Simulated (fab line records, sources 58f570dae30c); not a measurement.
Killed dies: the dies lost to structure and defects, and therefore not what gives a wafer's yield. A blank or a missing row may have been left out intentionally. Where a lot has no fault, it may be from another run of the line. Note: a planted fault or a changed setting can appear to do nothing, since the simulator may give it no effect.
2 desks looking at one fault	flow berkeley cmos170	numbers are kept per desk, each desk with only its own; the story behind them comes last

AT THE METROLOGY DESK
What the gauges read for every lot (on any tool): the sampled wafers with a number, averaged. Any lot whose mean is over 4 standard deviations away from the usual mean is out of limits and marked OUT; that distance is given in the brackets.
Columns: A = PFIELD_TW at UCB170_PFIELD_TW_MEAS_09, usual 603; B = NVT_OVL at UCB170_NVT_OVL_MEAS_06, usual -2 nm; C = NLDD_TW at UCB170_NLDD_TW_MEAS_11, usual 2237; D = NLDD_RS at UCB170_SDANNEAL_RS_MEAS_05, usual 616.2 ohm/sq
lot	first seen here	A	B	C	D
L813	day 5 04:08	614	8	2205	613.1
L812	day 5 04:26	603	4	2235	617.0
L814	day 5 08:37	597	-6	2241	617.2
L815	day 5 09:01	602	8	2247	615.8
L816	day 5 18:55	612	2	2248	614.9
L818	day 6 05:25	603	-9	2251	617.7
L819	day 6 21:58	604	-4	2256	616.3
L824	day 7 07:07	601	-10	2247	616.1
L825	day 8 03:56	613	3	2244	613.5
L827	day 8 07:04	595	2	2308	537.4 (-49) OUT
L828	day 8 07:05	605	-14	2371 (+5.8) OUT	534.8 (-51) OUT
L832	day 9 05:25	594	-1	2262	614.4
L831	day 9 11:04	595	-6	2241	616.3
L835	day 9 17:30	596	-5	2251	617.5
This desk's result: L827, L828 out of limits, first on L828 (NLDD_TW at UCB170_NLDD_TW_MEAS_11), day 10 12:01. L813, L812, L814, L815, L816, L818, L819, L824, L825, L832, L831, L835 stayed within limits.

TOOL OWNER'S DESK, implanter-01
The tool's own readings at UCB170_NLDD_IMPLANT_08, given as means over the sampled wafers that have a number, one for each lot that went through this tool. Any lot whose mean is over 4 standard deviations away from the usual mean is out of limits and marked OUT; that distance is given in the brackets.
Columns: A = dose ions cm2 at UCB170_NLDD_IMPLANT_08, usual 5e+13; B = faraday current uA at UCB170_NLDD_IMPLANT_08, usual 159
lot	first seen here	A	B
L815	day 7 22:43	5e+13	158
L818	day 8 21:14	5e+13	158
L819	day 9 03:52	5e+13	160
L828	day 10 11:39	7e+13 (+99 or more) OUT	223 (+20) OUT
L827	day 10 12:15	7e+13 (+99 or more) OUT	228 (+22) OUT
This desk's finding: out of limits on L827, L828; first on L828, day 10 11:39 (dose ions cm2 at UCB170_NLDD_IMPLANT_08). L815, L818, L819 stayed within limits.

BROUGHT TOGETHER
An alarm could have come from the tool owner's desk at day 10 11:39, on L827, L828.
On L827, L828, the metrology desk was in a position to raise an alarm at day 10 12:01.
Every lot named ran UCB170_NLDD_IMPLANT_08 on implanter-01.

WHAT WAS PUT IN BY THE SIMULATOR
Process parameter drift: implanter-01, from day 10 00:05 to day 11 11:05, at UCB170_NLDD_IMPLANT_08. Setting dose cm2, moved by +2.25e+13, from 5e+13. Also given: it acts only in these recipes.
Shown lots that were struck: L827, L828.
Fault start to first reading out of limits, in hours, per desk: tool owner, 12; metrology, 12.
